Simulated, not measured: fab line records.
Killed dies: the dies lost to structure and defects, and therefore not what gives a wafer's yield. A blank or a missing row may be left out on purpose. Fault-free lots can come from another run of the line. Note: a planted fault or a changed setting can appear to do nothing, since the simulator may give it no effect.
The tool behind it: which one? | flow berkeley_cmos170 | 7 lots, 21 wafers sampled, at 2 steps of a route of 331

## WHAT EACH GAUGE READ, for each wafer
UCB170_ACTIVE_THK_MEAS_06.
lot  | measured    | on            | ACTIVE_NITRIDE_THK (nm)
L320 | day 5 10:47 | film_metro-04 | 225.8 224.5 223.4
L323 | day 5 18:47 | film_metro-02 | 218.0 218.9 218.9
L330 | day 7 14:04 | film_metro-04 | 224.3 221.8 223.8
L332 | day 7 21:56 | film_metro-04 | 129.7 129.0 127.2
L336 | day 8 20:50 | film_metro-04 | 222.3 223.6 223.1
L338 | day 9 07:48 | film_metro-04 | 222.0 221.4 223.0
L340 | day 9 18:54 | film_metro-03 | 224.9 224.5 226.2

## WHICH TOOL RAN EACH LOT (tool, then ch and the chambers of the sampled wafers, then the start)
lot  | UCB170_ACTIVE_CVD_05
L320 | lpcvd-01 ch 1, day 5 08:52
L323 | lpcvd-01 ch 0, day 5 16:51
L330 | lpcvd-01 ch 1, day 7 12:09
L332 | lpcvd-01 ch 1, day 7 19:59
L336 | lpcvd-02 ch 0, day 8 18:55
L338 | lpcvd-02 ch 1, day 9 05:53
L340 | lpcvd-02 ch 0, day 9 16:57
- UCB170_ACTIVE_CVD_05: deposits Si3N4 from SiH2Cl2/NH3, target thk 220 nm, time 3300 s.

## THE ANSWER, worked out from the rows above alone
Rule: usual is defined by the lots themselves. The widest of any qualifying gaps counts: lots, ordered by their means at a reading, are off when they make up no more than a third of the lots, leave a main group of 4 or more, and stand apart from it by 3 or more times the standard deviation of that group's means. If all means in a main group match to the digits the tables above print for the reading, that group is not used. Also off: a lot with no number at a reading for which 4 or more lots have one. All remaining lots with rows at the step are treated as sound.
Off: L332, at UCB170_ACTIVE_THK_MEAS_06 (ACTIVE_NITRIDE_THK). Mean 222.8 nm and standard deviation 2.1 in the main group.
If a tool, at a process step before that reading, ran all the lots that are off and no sound lot after the first of them, it fits. Gauges at UCB170_ACTIVE_THK_MEAS_06: tried the same way as those tools. One fits: UCB170_ACTIVE_CVD_05 on lpcvd-01. A fault onset in the window from L330 (day 7 12:09, its last sound lot) to L332 (day 7 19:59, its first lot off) fits.

## WHAT THE SIMULATOR HAD INSERTED
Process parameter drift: lpcvd-01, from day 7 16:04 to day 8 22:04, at UCB170_ACTIVE_CVD_05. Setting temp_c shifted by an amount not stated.
Struck lots among those shown: L332. This agrees with what the rule above found.
